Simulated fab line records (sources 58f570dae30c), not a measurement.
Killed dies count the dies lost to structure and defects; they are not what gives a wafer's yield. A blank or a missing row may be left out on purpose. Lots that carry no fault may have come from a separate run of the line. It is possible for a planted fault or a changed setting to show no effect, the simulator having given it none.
fab line records / flow berkeleyCmos170 / part 2 of 2: steps 26 to 37 of 37
record lots=5 wafers=15 lastDay=13
route steps=331 shown M2@284 V2@292 M3@309
lots that met no fault: taken from a fault-free run of the same line
startH: the number of hours between the record's first day and the start of the first shown wafer of the lot / waitH: how many hours have passed since the lot's step before this one / " the same as in the row above / L1.1+2: a single row standing in for several wafers / - no value, or no start given / * or withheld: withheld / < > ~ a bound
route shown NAME@n: names a module that has steps shown in the file, with the first one's number in the route / usual: mean/standard deviation of fault-free wafers / same: alike in all rows / chamber/n: place in a boat / sites: readings site by site / _std_site: standard deviation of those values / _edge_site: inner sites' mean taken away from outer sites' mean / radiusMm: how far each site lies from the wafer's centre / mask NAME#n: copy n / behind: the most recent tool/chamber to have shaped the wafer / hold: why the lot went on hold/how many hours it stayed there/how the hold came to an end / device: which transistor (n, p or np) failed to switch / end of line: the tests these same wafers got at the end of their route / for a step that has no rows: nothing shown but its recipe / killed: at the first sort, the dies lost to defects and structure; wafer yield is something else / map: shows each die of a wafer: x if killed, . if not, _ if none is there
set.NAME: the setting that was run; set.NAME@STEP: the one run at that earlier step / model.NAME: the simulator's own value behind a step, which no gauge read
lots at selected steps of the route; one table per step, one row per wafer
services: when a tool's chamber went out of use (startH, in hours from the record's first day, below 0 if earlier), for how many hours, and the reason
## steps
# step UCB170_M3_PRE_CLEAN_00
# recipe gas=Ar precleanEtchTimeS=60
lot.wafer=L081.1+2+5 tool=pvdSputter-02 chamber=- startH=244.05 waitH=0.1
lot.wafer=L079.2+5+6 tool=pvdSputter-02 chamber=- startH=247.59 waitH=0.1
lot.wafer=L082.1+4+6 tool=pvdSputter-04 chamber=- startH=248.64 waitH=0.1
lot.wafer=L085.4+5+6 tool=pvdSputter-02 chamber=- startH=259.80 waitH=0.0
lot.wafer=L095.2+3+6 tool=pvdSputter-04 chamber=- startH=298.22 waitH=0.1
# step UCB170_M3_SPUTTER_01
# recipe material=Al targetThkNm=900 timeS=120 powerW=6000 chamberPressurePa=0.5
# usual throttleValvePct=30.6/1.1
lot.wafer=L081.1 tool=pvdSputter-02 chamber=- startH=244.12 waitH=0.0 throttleValvePct=30.5
lot.wafer=L081.2 tool=pvdSputter-02 chamber=- startH=244.12 waitH=0.0 throttleValvePct=32.5
lot.wafer=L081.5 tool=pvdSputter-02 chamber=- startH=244.12 waitH=0.0 throttleValvePct=32.2
lot.wafer=L079.2 tool=pvdSputter-02 chamber=- startH=247.65 waitH=0.0 throttleValvePct=32.3
lot.wafer=L079.5 tool=pvdSputter-02 chamber=- startH=247.65 waitH=0.0 throttleValvePct=30.3
lot.wafer=L079.6 tool=pvdSputter-02 chamber=- startH=247.65 waitH=0.0 throttleValvePct=29.4
lot.wafer=L082.1 tool=pvdSputter-04 chamber=- startH=248.70 waitH=0.0 throttleValvePct=29.7
lot.wafer=L082.4 tool=pvdSputter-04 chamber=- startH=248.70 waitH=0.0 throttleValvePct=30.3
lot.wafer=L082.6 tool=pvdSputter-04 chamber=- startH=248.70 waitH=0.0 throttleValvePct=31.2
lot.wafer=L085.4 tool=pvdSputter-02 chamber=- startH=259.87 waitH=0.0 throttleValvePct=29.4
lot.wafer=L085.5 tool=pvdSputter-02 chamber=- startH=259.87 waitH=0.0 throttleValvePct=30.3
lot.wafer=L085.6 tool=pvdSputter-02 chamber=- startH=259.87 waitH=0.0 throttleValvePct=29.7
lot.wafer=L095.2 tool=pvdSputter-04 chamber=- startH=298.29 waitH=0.0 throttleValvePct=28.7
lot.wafer=L095.3 tool=pvdSputter-04 chamber=- startH=298.29 waitH=0.0 throttleValvePct=29.7
lot.wafer=L095.6 tool=pvdSputter-04 chamber=- startH=298.29 waitH=0.0 throttleValvePct=30.0
# step UCB170_M3_RS_MEAS_02
# recipe thkMeasGauge=four-point-probe reads=Al_of_M3_SPUTTER_01
# usual M3_AL_RS=0.0321/0.00033
lot.wafer=L081.1 tool=filmMetro-01 chamber=- startH=244.20 waitH=0.0 M3_AL_RS[ohm/sq]=0.0322
lot.wafer=L081.2 tool=filmMetro-01 chamber=- startH=244.20 waitH=0.0 M3_AL_RS[ohm/sq]=0.0319
lot.wafer=L081.5 tool=filmMetro-01 chamber=- startH=244.20 waitH=0.0 M3_AL_RS[ohm/sq]=0.0323
lot.wafer=L079.2 tool=filmMetro-02 chamber=- startH=247.76 waitH=0.1 M3_AL_RS[ohm/sq]=0.0322
lot.wafer=L079.5 tool=filmMetro-02 chamber=- startH=247.76 waitH=0.1 M3_AL_RS[ohm/sq]=0.0320
lot.wafer=L079.6 tool=filmMetro-02 chamber=- startH=247.76 waitH=0.1 M3_AL_RS[ohm/sq]=0.0321
lot.wafer=L082.1 tool=filmMetro-02 chamber=- startH=248.79 waitH=0.0 M3_AL_RS[ohm/sq]=0.0328
lot.wafer=L082.4 tool=filmMetro-02 chamber=- startH=248.79 waitH=0.0 M3_AL_RS[ohm/sq]=0.0327
lot.wafer=L082.6 tool=filmMetro-02 chamber=- startH=248.79 waitH=0.0 M3_AL_RS[ohm/sq]=0.0324
lot.wafer=L085.4 tool=filmMetro-03 chamber=- startH=260.01 waitH=0.1 M3_AL_RS[ohm/sq]=0.0318
lot.wafer=L085.5 tool=filmMetro-03 chamber=- startH=260.01 waitH=0.1 M3_AL_RS[ohm/sq]=0.0316
lot.wafer=L085.6 tool=filmMetro-03 chamber=- startH=260.01 waitH=0.1 M3_AL_RS[ohm/sq]=0.0316
lot.wafer=L095.2 tool=filmMetro-02 chamber=- startH=298.39 waitH=0.1 M3_AL_RS[ohm/sq]=0.0327
lot.wafer=L095.3 tool=filmMetro-02 chamber=- startH=298.39 waitH=0.1 M3_AL_RS[ohm/sq]=0.0325
lot.wafer=L095.6 tool=filmMetro-02 chamber=- startH=298.39 waitH=0.1 M3_AL_RS[ohm/sq]=0.0325
# step UCB170_M3_THK_MEAS_03
# recipe thkMeasGauge=xrf reads=Al_of_M3_SPUTTER_01
# usual M3_AL_THK=905/12
lot.wafer=L081.1 tool=filmMetro-01 chamber=- startH=244.32 waitH=0.1 M3_AL_THK[nm]=907
lot.wafer=L081.2 tool=filmMetro-01 chamber=- startH=244.32 waitH=0.1 M3_AL_THK[nm]=912
lot.wafer=L081.5 tool=filmMetro-01 chamber=- startH=244.32 waitH=0.1 M3_AL_THK[nm]=907
lot.wafer=L079.2 tool=filmMetro-02 chamber=- startH=247.87 waitH=0.1 M3_AL_THK[nm]=907
lot.wafer=L079.5 tool=filmMetro-02 chamber=- startH=247.87 waitH=0.1 M3_AL_THK[nm]=911
lot.wafer=L079.6 tool=filmMetro-02 chamber=- startH=247.87 waitH=0.1 M3_AL_THK[nm]=910
lot.wafer=L082.1 tool=filmMetro-02 chamber=- startH=248.91 waitH=0.1 M3_AL_THK[nm]=888
lot.wafer=L082.4 tool=filmMetro-02 chamber=- startH=248.91 waitH=0.1 M3_AL_THK[nm]=890
lot.wafer=L082.6 tool=filmMetro-02 chamber=- startH=248.91 waitH=0.1 M3_AL_THK[nm]=901
lot.wafer=L085.4 tool=filmMetro-03 chamber=- startH=260.10 waitH=0.1 M3_AL_THK[nm]=908
lot.wafer=L085.5 tool=filmMetro-03 chamber=- startH=260.10 waitH=0.1 M3_AL_THK[nm]=915
lot.wafer=L085.6 tool=filmMetro-03 chamber=- startH=260.10 waitH=0.1 M3_AL_THK[nm]=913
lot.wafer=L095.2 tool=filmMetro-02 chamber=- startH=298.50 waitH=0.1 M3_AL_THK[nm]=897
lot.wafer=L095.3 tool=filmMetro-02 chamber=- startH=298.50 waitH=0.1 M3_AL_THK[nm]=899
lot.wafer=L095.6 tool=filmMetro-02 chamber=- startH=298.50 waitH=0.1 M3_AL_THK[nm]=902
# step UCB170_M3_HMDS_04
# recipe primeTimeS=60 primeTempC=100
lot.wafer=L081.1+2+5 tool=lithoTrack-02 chamber=0 startH=245.13 waitH=0.8
lot.wafer=L079.2+5+6 tool=lithoTrack-02 chamber=0 startH=248.51 waitH=0.6
lot.wafer=L082.1+4+6 tool=lithoTrack-02 chamber=0 startH=248.97 waitH=0.1
lot.wafer=L085.4+5+6 tool=lithoTrack-02 chamber=0 startH=260.77 waitH=0.7
lot.wafer=L095.2+3+6 tool=lithoTrack-01 chamber=0 startH=298.69 waitH=0.2
# step UCB170_M3_COAT_05
# recipe resist=KrF spinRpm=1500 resistThkNm=900
lot.wafer=L081.1+2+5 tool=lithoTrack-02 chamber=0 startH=245.28 waitH=0.1
lot.wafer=L079.2+5+6 tool=lithoTrack-02 chamber=0 startH=248.66 waitH=0.1
lot.wafer=L082.1+4+6 tool=lithoTrack-02 chamber=0 startH=249.12 waitH=0.1
lot.wafer=L085.4+5+6 tool=lithoTrack-02 chamber=0 startH=260.92 waitH=0.1
lot.wafer=L095.2+3+6 tool=lithoTrack-01 chamber=0 startH=298.84 waitH=0.1
# step UCB170_M3_SOFTBAKE_06
# recipe resist=KrF tempC=130 timeS=60
# usual heaterPowerTotalW=56.80/0.048
lot.wafer=L081.1 tool=lithoTrack-02 chamber=0 startH=245.43 waitH=0.1 heaterPowerTotalW=56.84
lot.wafer=L081.2 tool=lithoTrack-02 chamber=0 startH=245.43 waitH=0.1 heaterPowerTotalW=56.78
lot.wafer=L081.5 tool=lithoTrack-02 chamber=0 startH=245.43 waitH=0.1 heaterPowerTotalW=56.82
lot.wafer=L079.2 tool=lithoTrack-02 chamber=0 startH=248.81 waitH=0.1 heaterPowerTotalW=56.79
lot.wafer=L079.5 tool=lithoTrack-02 chamber=0 startH=248.81 waitH=0.1 heaterPowerTotalW=56.82
lot.wafer=L079.6 tool=lithoTrack-02 chamber=0 startH=248.81 waitH=0.1 heaterPowerTotalW=56.77
lot.wafer=L082.1 tool=lithoTrack-02 chamber=0 startH=249.27 waitH=0.1 heaterPowerTotalW=56.87
lot.wafer=L082.4 tool=lithoTrack-02 chamber=0 startH=249.27 waitH=0.1 heaterPowerTotalW=56.80
lot.wafer=L082.6 tool=lithoTrack-02 chamber=0 startH=249.27 waitH=0.1 heaterPowerTotalW=56.89
lot.wafer=L085.4 tool=lithoTrack-02 chamber=0 startH=261.07 waitH=0.1 heaterPowerTotalW=56.74
lot.wafer=L085.5 tool=lithoTrack-02 chamber=0 startH=261.07 waitH=0.1 heaterPowerTotalW=56.86
lot.wafer=L085.6 tool=lithoTrack-02 chamber=0 startH=261.07 waitH=0.1 heaterPowerTotalW=56.78
lot.wafer=L095.2 tool=lithoTrack-01 chamber=0 startH=298.99 waitH=0.1 heaterPowerTotalW=56.72
lot.wafer=L095.3 tool=lithoTrack-01 chamber=0 startH=298.99 waitH=0.1 heaterPowerTotalW=56.83
lot.wafer=L095.6 tool=lithoTrack-01 chamber=0 startH=298.99 waitH=0.1 heaterPowerTotalW=56.88
# step UCB170_M3_STRIP_07
# recipe chemistry=O2 powerW=400 pressureMtorr=3500 platenTempC=withheld o2FlowSccm=400 overashFraction=0.5
# usual chamberPressureMTorr=3500/3.2 drypumpMotorCurrentA=5.8/0.33 oesProductAu=0.734/0.0047 stripTimeToEndpointS=21.98/0.06
lot.wafer=L081.1 tool=plasmaAsher-02 chamber=0 startH=245.58 waitH=0.1 chamberPressureMTorr=3499 drypumpMotorCurrentA=5.9 oesProductAu=0.736 rfHoursCounterH=18 stripTimeToEndpointS=21.96
lot.wafer=L081.2 tool=plasmaAsher-02 chamber=1 startH=245.58 waitH=0.1 chamberPressureMTorr=3503 drypumpMotorCurrentA=6.1 oesProductAu=0.740 rfHoursCounterH=18 stripTimeToEndpointS=22.03
lot.wafer=L081.5 tool=plasmaAsher-02 chamber=1 startH=245.58 waitH=0.1 chamberPressureMTorr=3501 drypumpMotorCurrentA=6.2 oesProductAu=0.733 rfHoursCounterH=- stripTimeToEndpointS=21.95
lot.wafer=L079.2 tool=plasmaAsher-02 chamber=0 startH=248.93 waitH=0.1 chamberPressureMTorr=3503 drypumpMotorCurrentA=5.9 oesProductAu=0.743 rfHoursCounterH=18 stripTimeToEndpointS=21.94
lot.wafer=L079.5 tool=plasmaAsher-02 chamber=0 startH=248.93 waitH=0.1 chamberPressureMTorr=3504 drypumpMotorCurrentA=5.9 oesProductAu=0.739 rfHoursCounterH=- stripTimeToEndpointS=21.98
lot.wafer=L079.6 tool=plasmaAsher-02 chamber=1 startH=248.93 waitH=0.1 chamberPressureMTorr=3502 drypumpMotorCurrentA=6.1 oesProductAu=0.738 rfHoursCounterH=- stripTimeToEndpointS=21.93
lot.wafer=L082.1 tool=plasmaAsher-01 chamber=0 startH=249.42 waitH=0.1 chamberPressureMTorr=3496 drypumpMotorCurrentA=5.2 oesProductAu=0.728 rfHoursCounterH=53 stripTimeToEndpointS=21.90
lot.wafer=L082.4 tool=plasmaAsher-01 chamber=0 startH=249.42 waitH=0.1 chamberPressureMTorr=3501 drypumpMotorCurrentA=5.3 oesProductAu=0.739 rfHoursCounterH=- stripTimeToEndpointS=21.87
lot.wafer=L082.6 tool=plasmaAsher-01 chamber=1 startH=249.42 waitH=0.1 chamberPressureMTorr=3501 drypumpMotorCurrentA=5.7 oesProductAu=0.728 rfHoursCounterH=- stripTimeToEndpointS=21.88
lot.wafer=L085.4 tool=plasmaAsher-01 chamber=0 startH=261.18 waitH=0.1 chamberPressureMTorr=3501 drypumpMotorCurrentA=5.2 oesProductAu=0.733 rfHoursCounterH=- stripTimeToEndpointS=21.95
lot.wafer=L085.5 tool=plasmaAsher-01 chamber=1 startH=261.18 waitH=0.1 chamberPressureMTorr=3505 drypumpMotorCurrentA=5.7 oesProductAu=0.731 rfHoursCounterH=- stripTimeToEndpointS=21.97
lot.wafer=L085.6 tool=plasmaAsher-01 chamber=0 startH=261.18 waitH=0.1 chamberPressureMTorr=3501 drypumpMotorCurrentA=5.2 oesProductAu=0.733 rfHoursCounterH=- stripTimeToEndpointS=21.98
lot.wafer=L095.2 tool=plasmaAsher-03 chamber=0 startH=299.11 waitH=0.1 chamberPressureMTorr=3498 drypumpMotorCurrentA=6.3 oesProductAu=0.734 rfHoursCounterH=56 stripTimeToEndpointS=21.99
lot.wafer=L095.3 tool=plasmaAsher-03 chamber=0 startH=299.11 waitH=0.1 chamberPressureMTorr=3501 drypumpMotorCurrentA=6.3 oesProductAu=0.733 rfHoursCounterH=- stripTimeToEndpointS=21.92
lot.wafer=L095.6 tool=plasmaAsher-03 chamber=1 startH=299.11 waitH=0.1 chamberPressureMTorr=3496 drypumpMotorCurrentA=5.6 oesProductAu=0.738 rfHoursCounterH=- stripTimeToEndpointS=21.91
# step UCB170_M3_STRIP_08
# recipe chemistry=DMSO tempC=80 timeS=600 material=KrF
lot.wafer=L081.1+2+5 tool=wetBench-03 chamber=2 startH=245.68 waitH=0.1
lot.wafer=L079.2+5+6 tool=wetBench-03 chamber=0 startH=249.03 waitH=0.1
lot.wafer=L082.1+4+6 tool=wetBench-03 chamber=1 startH=249.67 waitH=0.2
lot.wafer=L085.4+5+6 tool=wetBench-03 chamber=1 startH=261.25 waitH=0.0
lot.wafer=L095.2+3+6 tool=wetBench-03 chamber=1 startH=299.21 waitH=0.1
# step UCB170_M3_COAT_09
# recipe resist=BARC tempC=withheld timeS=withheld spinRpm=3000 resistThkNm=withheld
lot.wafer=L081.1+2+5 tool=lithoTrack-03 chamber=0 startH=246.72 waitH=0.9
lot.wafer=L079.2+5+6 tool=lithoTrack-01 chamber=0 startH=249.41 waitH=0.2
lot.wafer=L082.1+4+6 tool=lithoTrack-03 chamber=0 startH=249.86 waitH=0.0
lot.wafer=L085.4+5+6 tool=lithoTrack-01 chamber=0 startH=262.62 waitH=1.2
lot.wafer=L095.2+3+6 tool=lithoTrack-02 chamber=0 startH=300.00 waitH=0.6
# step UCB170_M3_COAT_10
# recipe resist=KrF spinRpm=1500 resistThkNm=900
lot.wafer=L081.1+2+5 tool=lithoTrack-03 chamber=0 startH=- waitH=-
lot.wafer=L079.2+5+6 tool=lithoTrack-01 chamber=0 startH=- waitH=-
lot.wafer=L082.1+4+6 tool=lithoTrack-03 chamber=0 startH=- waitH=-
lot.wafer=L085.4+5+6 tool=lithoTrack-01 chamber=0 startH=- waitH=-
lot.wafer=L095.2+3+6 tool=lithoTrack-02 chamber=0 startH=- waitH=-
# step UCB170_M3_SOFTBAKE_11
# recipe resist=KrF tempC=130 timeS=60
# usual heaterPowerTotalW=56.79/0.043
lot.wafer=L081.1 tool=lithoTrack-03 chamber=0 startH=- waitH=- heaterPowerTotalW=56.84
lot.wafer=L081.2 tool=lithoTrack-03 chamber=0 startH=- waitH=- heaterPowerTotalW=56.81
lot.wafer=L081.5 tool=lithoTrack-03 chamber=0 startH=- waitH=- heaterPowerTotalW=56.80
lot.wafer=L079.2 tool=lithoTrack-01 chamber=0 startH=- waitH=- heaterPowerTotalW=56.79
lot.wafer=L079.5 tool=lithoTrack-01 chamber=0 startH=- waitH=- heaterPowerTotalW=56.76
lot.wafer=L079.6 tool=lithoTrack-01 chamber=0 startH=- waitH=- heaterPowerTotalW=56.82
lot.wafer=L082.1 tool=lithoTrack-03 chamber=0 startH=- waitH=- heaterPowerTotalW=56.81
lot.wafer=L082.4 tool=lithoTrack-03 chamber=0 startH=- waitH=- heaterPowerTotalW=56.78
lot.wafer=L082.6 tool=lithoTrack-03 chamber=0 startH=- waitH=- heaterPowerTotalW=56.78
lot.wafer=L085.4 tool=lithoTrack-01 chamber=0 startH=- waitH=- heaterPowerTotalW=56.71
lot.wafer=L085.5 tool=lithoTrack-01 chamber=0 startH=- waitH=- heaterPowerTotalW=56.79
lot.wafer=L085.6 tool=lithoTrack-01 chamber=0 startH=- waitH=- heaterPowerTotalW=56.78
lot.wafer=L095.2 tool=lithoTrack-02 chamber=0 startH=- waitH=- heaterPowerTotalW=56.73
lot.wafer=L095.3 tool=lithoTrack-02 chamber=0 startH=- waitH=- heaterPowerTotalW=56.80
lot.wafer=L095.6 tool=lithoTrack-02 chamber=0 startH=- waitH=- heaterPowerTotalW=56.76
## services
tool=rieDiel-04 chamber=0 startH=221.25 hours=2.5 kind=repair
tool=rieDiel-03 chamber=- startH=230.53 hours=2.8 kind=pm
tool=cmp-01 chamber=- startH=232.21 hours=4.0 kind=pm
tool=rieDiel-03 chamber=- startH=234.64 hours=0.3 kind=repair
tool=cmp-01 chamber=- startH=236.21 hours=- kind=consumableReplace:conditioner
tool=cmp-01 chamber=- startH=236.21 hours=- kind=consumableReplace:pad
tool=plasmaAsher-03 chamber=- startH=247.52 hours=28.1 kind=pm
tool=rieDiel-04 chamber=1 startH=249.96 hours=4.0 kind=repair
tool=rieMetal-04 chamber=1 startH=251.01 hours=1.6 kind=repair
tool=rieDiel-01 chamber=- startH=253.30 hours=0.6 kind=repair
tool=rieDiel-04 chamber=2 startH=255.85 hours=- kind=clean
tool=rieDiel-04 chamber=2 startH=255.85 hours=15.9 kind=scheduledDown
tool=rieDiel-04 chamber=2 startH=255.85 hours=15.9 kind=ventCycle
tool=rieDiel-02 chamber=3 startH=259.21 hours=12.3 kind=repair
tool=cmp-01 chamber=- startH=278.13 hours=6.2 kind=pm
tool=rieDiel-03 chamber=- startH=278.33 hours=0.6 kind=repair
tool=rieMetal-03 chamber=0 startH=282.14 hours=2.0 kind=repair
tool=krfScanner-02 chamber=- startH=282.22 hours=1.3 kind=pm
tool=rieDiel-04 chamber=3 startH=284.00 hours=15.6 kind=repair
tool=rieDiel-03 chamber=3 startH=286.36 hours=4.4 kind=repair
tool=cmp-02 chamber=- startH=296.61 hours=3.8 kind=pm
tool=plasmaAsher-04 chamber=- startH=297.62 hours=4.2 kind=repair
